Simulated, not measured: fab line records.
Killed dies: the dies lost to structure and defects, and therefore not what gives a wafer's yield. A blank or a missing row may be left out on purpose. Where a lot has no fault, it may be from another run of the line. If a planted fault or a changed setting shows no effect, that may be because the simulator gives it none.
Which tool did it? | flow rit cmos | route of 202 steps, sampled at 1 step: 7 lots, 21 wafers

== WHAT EACH GAUGE READ, for each wafer ==
RIT_ACTIVE_THK_MEAS_02.
lot  | measured    | on            | ACTIVE_OXIDE_THK (nm)
L217 | day 1 17:19 | film metro-02 | 50.9 50.9 50.9
L219 | day 2 03:17 | film metro-04 | 47.4 47.7 49.0
L221 | day 2 13:04 | film metro-04 | 48.1 48.4 48.2
L224 | day 3 04:47 | film metro-02 | 48.7 49.9 49.3
L226 | day 3 15:15 | film metro-02 | 47.3 47.9 47.2
L235 | day 5 17:19 | film metro-03 | 48.6 48.6 48.9
L239 | day 6 07:58 | film metro-02 | 51.5 51.5 51.2

== TOOL THAT RAN EACH LOT (tool first, then ch and the chambers of the sampled wafers, then the start) ==
No process step before these readings appears in the record.

== THE ANSWER, worked out from the rows above alone ==
Rule: the usual values come from the lots themselves. The widest of any qualifying gaps counts: lots, ordered by their means at a reading, are off when they make up no more than a third of the lots, leave a main group of 4 or more, and stand apart from it by 3 or more times the standard deviation of that group's means. The tables above print the reading to a certain number of digits; a main group whose means all agree to those digits is not used. A lot without any number at a reading at which 4 lots or more have one is off too. All remaining lots with rows at the step are treated as sound.
Across all readings shown, no lot is off: no conclusion can be drawn from this.

== WHAT HAD BEEN PUT IN BY THE SIMULATOR ==
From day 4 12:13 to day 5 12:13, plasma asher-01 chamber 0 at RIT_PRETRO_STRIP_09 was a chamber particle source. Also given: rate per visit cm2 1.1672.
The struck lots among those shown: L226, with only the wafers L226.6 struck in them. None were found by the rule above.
